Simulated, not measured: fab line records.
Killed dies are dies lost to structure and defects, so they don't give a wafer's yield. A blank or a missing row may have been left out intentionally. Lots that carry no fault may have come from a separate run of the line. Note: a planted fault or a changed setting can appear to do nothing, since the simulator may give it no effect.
fab line records	flow berkeley_cmos170
record lots=6	wafers=18	last_day=13
route steps=331 shown ACTIVE@74 PFIELD@79 FIELD@89 M3@331
lots that met no fault: taken from a fault-free run of the same line
start_h: start of the lot's first displayed wafer, in hours after the record's first day	wait_h: hours from the lot's prior step to this one	" as in the row above	L1.1+2: several wafers, shown together as one row	- either no value or no given start	* or withheld: withheld	< > ~ a bound
route shown NAME@n: NAME is a module with steps in the file, n the number in the route of the first one	usual: average and standard deviation across the fault-free wafers	same: alike in all rows	chamber/n: place in a boat	sites: per-site readings	_std_site: standard deviation across them	_edge_site: mean of outer sites minus mean of inner sites	radius_mm: how far each site lies from the wafer's centre	mask NAME#n: copy n	behind: the tool/chamber that last shaped the wafer	hold: reason for holding the lot/hours on hold/outcome of the hold	device: transistor that didn't switch, given as n, p or np	end of line: the tests these same wafers got at the end of their route	for a step that has no rows: nothing shown but its recipe	killed: the dies lost at the first sort to structure and to defects; this is not the yield of the wafer	map: per-die view of a wafer (x killed, . not killed, _ where there is no die)
set.NAME: the run value of the setting; set.NAME@STEP: its run value at that earlier step	model.NAME: the simulator's own value behind a step, which no gauge read
a table for each step, a row for each wafer; lots at some steps of the route
services: from which hour (start_h, from the record's first day; less than 0 if before it) a tool's chamber was out of use, for how many hours, and why
## steps
# step UCB170_ACTIVE_OVL_MEAS_14
# usual ACTIVE_OVL=2/7.2
lot.wafer	tool	chamber	start_h	wait_h	ACTIVE_OVL[nm]
L329.1	overlay-01	-	106.84	0.1	3
L329.2	"	-	"	"	8
L329.4	"	-	"	"	4
L330.1	overlay-02	-	107.05	0.1	5
L330.2	"	-	"	"	-2
L330.4	"	-	"	"	-3
L327.2	overlay-02	-	107.27	0.1	-3
L327.5	"	-	"	"	-1
L327.6	"	-	"	"	-5
L333.1	overlay-02	-	133.69	0.1	17
L333.3	"	-	"	"	16
L333.4	"	-	"	"	14
L334.2	overlay-01	-	140.14	0.1	8
L334.4	"	-	"	"	3
L334.5	"	-	"	"	7
L349.3	overlay-02	-	207.48	0.1	-3
L349.4	"	-	"	"	-7
L349.6	"	-	"	"	-5
# step UCB170_ACTIVE_ETCH_15
# recipe chemistry=CH3F/Ar/O2	target=Si3N4	stop_on=SiO2	CH3F_flow_sccm=20	Ar_flow_sccm=50	O2_flow_sccm=7	pressure_mtorr=50	rf_w=450	target_depth_a=2420	over_etch_frac=0.1	time_s=151
# usual CH3F_flow_sccm=20.01/0.058	drypump_motor_current_A=5.6/0.47	oes_product_au=0.936/0.015	throttle_valve_pct=8.09/0.091
lot.wafer	tool	chamber	start_h	wait_h	CH3F_flow_sccm	drypump_motor_current_A	oes_product_au	rf_hours_counter_h	throttle_valve_pct
L329.1	rie_diel-04	0	106.87	0.0	19.98	5.5	0.932	33	8.06
L329.2	"	2	"	"	20.07	5.8	0.951	80	8.23
L329.4	"	1	"	"	19.91	6.4	0.911	115	8.09
L330.1	rie_diel-02	2	107.09	0.0	19.94	5.4	0.929	157	8.20
L330.2	"	1	"	"	19.99	5.3	0.938	7	8.10
L330.4	"	3	"	"	20.04	5.6	0.937	3	8.12
L327.2	rie_diel-04	2	107.30	0.0	19.94	5.9	0.956	80	8.25
L327.5	"	0	"	"	20.03	5.5	0.934	-	8.04
L327.6	"	1	"	"	20.02	6.4	0.905	-	8.07
L333.1	rie_diel-04	0	133.72	0.0	20.00	5.5	0.934	34	8.06
L333.3	"	3	"	"	20.05	5.3	0.935	111	7.97
L333.4	"	1	"	"	20.01	6.4	0.911	-	8.07
L334.2	rie_diel-01	0	140.17	0.0	19.92	5.1	0.923	99	7.98
L334.4	"	1	"	"	20.04	5.4	0.937	34	8.29
L334.5	"	3	"	"	20.03	5.1	0.931	-	8.04
L349.3	rie_diel-04	1	207.50	0.0	19.89	6.4	0.908	119	8.06
L349.4	"	2	"	"	20.06	5.8	0.951	84	8.24
L349.6	"	2	"	"	20.08	5.9	0.946	-	8.23
# step UCB170_ACTIVE_STRIP_16
# recipe chemistry=O2	power_w=400	pressure_mtorr=3500	platen_temp_c=withheld	o2_flow_sccm=400	overash_fraction=0.5
# usual drypump_motor_current_A=6.2/0.33	oes_product_au=0.720/0.0042	strip_time_to_endpoint_s=18.13/0.11
lot.wafer	tool	chamber	start_h	wait_h	drypump_motor_current_A	oes_product_au	rf_hours_counter_h	strip_time_to_endpoint_s
L329.1	plasma_asher-02	0	106.97	0.1	6.4	0.717	33	18.11
L329.2	"	1	"	"	6.6	0.723	33	18.13
L329.4	"	1	"	"	6.6	0.719	-	18.22
L330.1	plasma_asher-03	0	107.19	0.1	6.4	0.713	39	18.19
L330.2	"	1	"	"	5.7	0.714	39	18.29
L330.4	"	0	"	"	6.4	0.721	-	18.23
L327.2	plasma_asher-02	1	107.40	0.1	6.5	0.723	34	18.04
L327.5	"	0	"	"	6.4	0.723	-	17.97
L327.6	"	1	"	"	6.5	0.717	-	18.14
L333.1	plasma_asher-04	1	133.82	0.1	6.0	0.724	39	18.13
L333.3	"	1	"	"	6.0	0.719	-	18.26
L333.4	"	0	"	"	5.7	0.725	-	18.31
L334.2	plasma_asher-03	0	140.27	0.1	6.5	0.721	2	18.40
L334.4	"	0	"	"	6.5	0.715	-	18.18
L334.5	"	1	"	"	5.8	0.717	-	18.03
L349.3	plasma_asher-02	0	207.64	0.1	6.4	0.723	-	18.26
L349.4	"	1	"	"	6.6	0.720	-	18.09
L349.6	"	0	"	"	6.4	0.722	-	18.14
# step UCB170_ACTIVE_CD_MEAS_90
# recipe target_cd_nm=1200
# usual cd_nm=1200.1/1.4
lot.wafer	tool	chamber	start_h	wait_h	cd_nm
L329.1	cd_sem-01	-	107.07	0.1	1198.9
L329.2	"	-	"	"	1198.8
L329.4	"	-	"	"	1198.9
L330.1	cd_sem-02	-	107.29	0.1	1198.7
L330.2	"	-	"	"	1199.4
L330.4	"	-	"	"	1199.0
L327.2	cd_sem-02	-	107.52	0.1	1201.2
L327.5	"	-	"	"	1201.1
L327.6	"	-	"	"	1201.1
L333.1	cd_sem-02	-	133.92	0.1	1201.4
L333.3	"	-	"	"	1199.7
L333.4	"	-	"	"	1200.6
L334.2	cd_sem-02	-	140.39	0.1	1198.7
L334.4	"	-	"	"	1199.2
L334.5	"	-	"	"	1198.3
L349.3	cd_sem-01	-	207.90	0.2	1199.7
L349.4	"	-	"	"	1199.4
L349.6	"	-	"	"	1201.2
# step UCB170_ACTIVE_CLEAN_17
# recipe chemistry=SPM	temp_c=120	time_s=600
# step UCB170_PFIELD_HMDS_00
# recipe prime_time_s=60	prime_temp_c=100
# step UCB170_PFIELD_COAT_01
# recipe resist=KrF	spin_rpm=1500	resist_thk_nm=900
# step UCB170_PFIELD_SOFTBAKE_02
# recipe resist=KrF	temp_c=130	time_s=60
# step UCB170_PFIELD_EXPOSE_03
# recipe mask_id=PFIELD	na=0.5	sigma_outer=0.6	source_shape=conventional	target_cd_nm=1500	dose_mj=30
# step UCB170_PFIELD_PEB_04
# recipe peb_temp_c=130	peb_time_s=withheld	resist=KrF
# step UCB170_PFIELD_DEVELOP_05
# recipe developer=TMAH	develop_time_s=45	resist=KrF	dev_temp_c=21
# step UCB170_PFIELD_OVL_MEAS_06
# usual PFIELD_OVL=3/4
lot.wafer	tool	chamber	start_h	wait_h	PFIELD_OVL[nm]
L329.1	overlay-02	-	109.50	-	-11
L329.2	"	-	"	"	2
L329.4	"	-	"	"	-4
L327.2	overlay-01	-	109.54	-	2
L327.5	"	-	"	"	4
L327.6	"	-	"	"	2
L330.1	overlay-02	-	110.23	-	1
L330.2	"	-	"	"	-3
L330.4	"	-	"	"	-2
L333.1	overlay-01	-	135.67	-	4
L333.3	"	-	"	"	2
L333.4	"	-	"	"	7
L334.2	overlay-01	-	141.83	-	3
L334.4	"	-	"	"	2
L334.5	"	-	"	"	1
L349.3	overlay-01	-	209.31	-	-2
L349.4	"	-	"	"	3
L349.6	"	-	"	"	2
# step UCB170_PFIELD_IMPLANT_07
# recipe species=B	dose_cm2=2e+13	energy_kev=80	tilt_deg=7
# usual beam_on_s=10.02/0.21	dose_ions_cm2=2.0004e+13/2e+10	end_station_pressure_torr=5.07e-06/2.5e-07	faraday_current_uA=63.4/1.3
lot.wafer	tool	chamber	start_h	wait_h	beam_on_s	dose_ions_cm2	end_station_pressure_torr	faraday_current_uA
L329.1	implanter-03	0	109.54	0.0	9.90	2.0004e+13	5.08e-06	64.2
L329.2	"	0	"	"	10.30	1.9998e+13	5e-06	61.8
L329.4	"	0	"	"	10.10	1.9996e+13	4.88e-06	62.6
L327.2	implanter-04	0	109.60	0.0	10.08	1.998e+13	5.28e-06	62.9
L327.5	"	0	"	"	10.07	1.9987e+13	4.89e-06	62.9
L327.6	"	0	"	"	9.94	2.0014e+13	5.17e-06	63.6
L330.1	implanter-03	0	110.26	0.0	10.01	2.8417e+13	5e-06	90.1
L330.2	"	0	"	"	10.62	2.8406e+13	5.09e-06	85.0
L330.4	"	0	"	"	9.93	2.839e+13	4.95e-06	90.8
L333.1	implanter-03	0	135.71	0.0	9.89	2.8379e+13	4.8e-06	91.1
L333.3	"	0	"	"	10.15	2.8424e+13	5.13e-06	88.5
L333.4	"	0	"	"	10.15	2.8403e+13	5.27e-06	88.6
L334.2	implanter-02	0	141.89	0.0	10.12	2.0011e+13	5.33e-06	62.5
L334.4	"	0	"	"	9.95	1.9994e+13	5.1e-06	63.9
L334.5	"	0	"	"	10.09	2.0014e+13	5.27e-06	63.0
L349.3	implanter-04	0	209.39	0.1	10.25	1.9964e+13	5.01e-06	61.6
L349.4	"	0	"	"	10.05	2.0019e+13	4.99e-06	63.4
L349.6	"	0	"	"	9.87	1.9998e+13	5e-06	64.5
# step UCB170_PFIELD_STRIP_08
# recipe chemistry=O2	power_w=400	pressure_mtorr=3500	platen_temp_c=withheld	o2_flow_sccm=400	overash_fraction=0.5
# usual drypump_motor_current_A=6.01/0.26	oes_product_au=0.734/0.0047	strip_time_to_endpoint_s=21.62/0.06
lot.wafer	tool	chamber	start_h	wait_h	drypump_motor_current_A	oes_product_au	rf_hours_counter_h	strip_time_to_endpoint_s
L329.1	plasma_asher-01	1	109.69	0.1	6.34	0.727	33	21.53
L329.2	"	0	"	"	6.19	0.733	33	21.48
L329.4	"	0	"	"	6.19	0.731	-	21.52
L327.2	plasma_asher-04	1	109.72	0.1	6.01	0.732	36	21.60
L327.5	"	1	"	"	5.98	0.735	-	21.59
L327.6	"	0	"	"	5.71	0.736	-	21.60
L330.1	plasma_asher-04	1	110.41	0.1	6.02	0.733	36	21.72
L330.2	"	0	"	"	5.71	0.740	36	21.63
L330.4	"	0	"	"	5.70	0.734	-	21.66
L333.1	plasma_asher-04	0	135.86	0.1	5.74	0.734	39	21.67
L333.3	"	1	"	"	6.01	0.725	-	21.60
L333.4	"	0	"	"	5.72	0.730	-	21.66
L334.2	plasma_asher-03	1	142.01	0.1	5.77	0.744	2	21.62
L334.4	"	1	"	"	5.74	0.736	-	21.68
L334.5	"	1	"	"	5.72	0.729	-	21.66
L349.3	plasma_asher-03	1	209.52	0.1	5.75	0.735	-	21.63
L349.4	"	0	"	"	6.45	0.735	-	21.60
L349.6	"	1	"	"	5.81	0.734	-	21.62
# step UCB170_PFIELD_TW_MEAS_09
# usual PFIELD_TW=610/6.5
lot.wafer	tool	chamber	start_h	wait_h	PFIELD_TW
L329.1	film_metro-02	-	109.79	0.1	609
L329.2	"	-	"	"	609
L329.4	"	-	"	"	611
L327.2	film_metro-02	-	109.86	0.1	613
L327.5	"	-	"	"	610
L327.6	"	-	"	"	616
L330.1	film_metro-02	-	110.51	0.1	685
L330.2	"	-	"	"	684
L330.4	"	-	"	"	683
L333.1	film_metro-04	-	135.96	0.1	671
L333.3	"	-	"	"	673
L333.4	"	-	"	"	669
L334.2	film_metro-02	-	142.12	0.1	617
L334.4	"	-	"	"	619
L334.5	"	-	"	"	618
L349.3	film_metro-02	-	209.61	0.1	619
L349.4	"	-	"	"	618
L349.6	"	-	"	"	620
# step UCB170_FIELD_CLEAN_00
# recipe chemistry=dHF	dilution=25:1	time_s=7.5
# step UCB170_M3_PROBE_99
lot.wafer	tool	chamber	start_h	wait_h	model.etest.field_n_metal.vt_v	model.etest.nmos_narrow.drive_ua_um	model.etest.iso_pplus_pwell.bv_v	model.etest.field_n.vt_v	model.etest.diode_nplus_pwell.bv_v	model.etest.iso_nplus_nwell.lateral_log10_a_um	model.etest.diode_nplus_comb.cj_ff_um2	model.etest.nmos_narrow.off_log10_a_um
L327.2	prober-02	-	212.87	0.1	52.24	356.8	23.36	19.08	12.51	-8.066	0.817	-13.22
L327.5	prober-02	-	213.02	0.2	53.38	357.2	23.83	19.09	12.6	-8.118	0.8122	-13.12
L327.6	prober-02	-	213.07	0.2	52.49	366.7	23.14	19.08	12.47	-8.175	0.8177	-13.08
L330.1	prober-01	-	214.24	0.1	68.85	341.2	18.44	24.64	10.31	-8.259	0.892	-13.07
L330.2	prober-01	-	214.29	0.1	67.72	333.2	18.79	24.87	10.58	-8.276	0.8947	-13.26
L330.4	prober-01	-	214.39	0.2	68.17	342.8	17.81	24.18	10.24	-8.255	0.8954	-13.17
L329.1	prober-01	-	215.41	0.1	52.6	357.4	24.79	19.43	12.6	-8.088	0.7979	-13.07
L329.2	prober-01	-	215.46	0.1	52.28	350.5	25.66	19.97	12.78	-8.063	0.7945	-13.13
L329.4	prober-01	-	215.56	0.2	53.11	356.4	24.96	19.44	12.63	-8.144	0.7963	-13.07
L333.1	prober-01	-	235.40	0.1	67.2	356.8	13.87	24.67	10.22	-8.319	0.904	-13.27
L333.3	prober-01	-	235.50	0.2	68.91	339.9	15.09	25.3	10.28	-8.265	0.8975	-13.31
L333.4	prober-01	-	235.55	0.2	68.71	348.1	15.05	25.3	10.17	-8.344	0.8986	-13.26
L334.2	prober-02	-	237.32	0.1	51.68	360.3	23.7	18.8	12.42	-8.104	0.8205	-13.22
L334.4	prober-02	-	237.42	0.2	53.37	360.6	24.55	19.18	12.45	-8.082	0.8132	-13.18
L334.5	prober-02	-	237.47	0.2	53.6	363.1	24.26	18.97	12.59	-8.063	0.8141	-13.26
L349.3	prober-01	-	302.64	0.2	49.85	384.2	19.79	17.69	12.31	-8.108	0.83	-13.1
L349.4	prober-01	-	302.69	0.2	52.19	374.9	20.79	18.03	12.27	-8.121	0.8222	-13.19
L349.6	prober-01	-	302.79	0.2	51.71	368.2	20.68	17.87	12.53	-8.149	0.8223	-13.16
# killed by level:class
L327.2 SILICIDE:geometric_particle:short=2
L327.5 FIELD:geometric_particle:short=1 SPACER:geometric_particle:short=1 M2:geometric_particle:open=1 M3:geometric_particle:short=1
L327.6 SPACER:geometric_particle:short=1 SILICIDE:geometric_particle:short=1 STARTING-WAFER:geometric_particle:short=1
L330.1 GATE:geometric_particle:short=1 SPACER:geometric_particle:open=1 M1:geometric_particle:open=1
L330.2 START:geometric_particle:short=1 WELLDRIVE:geometric_particle:open=1 GATE:geometric_particle:open=1 CONTACT:geometric_particle:open=1 M1:geometric_particle:short=1 M3:geometric_particle:short=1 ACTIVE:area_etch=1
L330.4 SACOX:geometric_particle:short=1 SILICIDE:geometric_particle:open=1 SILICIDE:geometric_particle:short=1 ACTIVE:area_etch=1
L329.1 GATE:geometric_particle:open=1 SPACER:geometric_particle:short=1 SILICIDE:geometric_particle:short=1 M1:geometric_particle:open=1
L329.2 SPACER:geometric_particle:open=1 SPACER:geometric_particle:short=1 SILICIDE:geometric_particle:short=1 M3:geometric_particle:short=1
L329.4 START:geometric_particle:short=1 SCREENOX:geometric_particle:open=1 GATE:geometric_particle:short=1 GATE:geometric_particle:open=1 SILICIDE:geometric_particle:short=1
L334.2 ACTIVE:area_etch=3 V2:geometric_particle:short=1
L334.4 GATE:geometric_particle:open=1 CONTACT:geometric_particle:open=1 V1:geometric_particle:short=1 M2:geometric_particle:short=1
L334.5 WELLDRIVE:geometric_particle:open=1 SACOX:geometric_particle:open=1 SPACER:geometric_particle:short=1 V1:geometric_particle:short=1 V1:geometric_particle:open=1 V2:geometric_particle:short=1
L349.3 GATE:geometric_particle:short=1
L349.4 GATE:geometric_particle:short=1 GATE:geometric_particle:open=1 SPACER:geometric_particle:open=1 SILICIDE:geometric_particle:open=1 CONTACT:geometric_particle:open=1 M3:geometric_particle:short=1
L349.6 GATE:geometric_particle:open=1 GATE:geometric_particle:short=1
## services
tool	chamber	start_h	hours	kind
plasma_asher-02	-	83.59	6.3	repair
implanter-03	-	99.57	4.0	repair
implanter-02	-	108.67	4.3	pm
plasma_asher-03	-	108.75	9.0	pm
plasma_asher-03	0	108.75	9.0	vent_cycle
plasma_asher-03	1	108.75	9.0	vent_cycle
plasma_asher-03	0	117.75	-	clean
plasma_asher-03	1	117.75	-	clean
plasma_asher-03	-	121.00	0.4	repair
rie_diel-04	2	124.23	17.3	repair
implanter-03	-	126.92	1.9	pm
rie_diel-02	2	144.38	-	clean
rie_diel-02	2	144.38	17.7	scheduled_down
rie_diel-02	2	144.38	17.7	vent_cycle
rie_diel-02	1	160.61	3.5	repair
plasma_asher-02	-	162.91	2.0	repair
plasma_asher-04	-	169.08	2.8	pm
plasma_asher-03	-	172.13	2.8	pm
rie_diel-01	2	175.11	5.3	repair
implanter-04	-	177.65	3.9	repair
rie_diel-04	3	178.86	4.2	repair
rie_diel-04	-	179.82	1.8	repair
## key
first_sign step=UCB170_PFIELD_IMPLANT_07	reading=dose_ions_cm2	direction=up	sigmas=99+	usual=2.0004e+13	struck=2.8403e+13
effect step=UCB170_PFIELD_IMPLANT_07	reading=faraday_current_uA	direction=up	sigmas=20	usual=63.4	struck=89.0
effect step=UCB170_PFIELD_TW_MEAS_09	reading=PFIELD_TW	direction=up	sigmas=10	usual=610	struck=678
model_effect step=UCB170_M3_PROBE_99	value=etest.field_n_metal.vt_v	without=53.05	struck=68.26
met_at UCB170_PFIELD_IMPLANT_07
struck_wafers L330.1,L330.2,L330.4,L333.1,L333.3,L333.4
sort_left_out L333.1,L333.3,L333.4
tester_left_out L330,L333
onset_between 109.54 110.26
fault kind=process_parameter_drift	tool=implanter-03	chamber=-	onset_h=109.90	steps=UCB170_PFIELD_IMPLANT_07	channel=dose_cm2	offset=8.4e+12	shape=step	end_h=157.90	acts_in=these_recipes_only	stated=2e+13
# tester_left_out: of these lots the tester's yield and bins aren't shown, on N5 and GAA mostly nor the transistor test; their killed dies are dies lost to structure and defects alone, not to doping, threshold or leakage, so they don't give the yield
# sort_left_out: the simulated sort isn't trusted on such a fault, so these wafers' sort isn't shown, and their yield isn't known
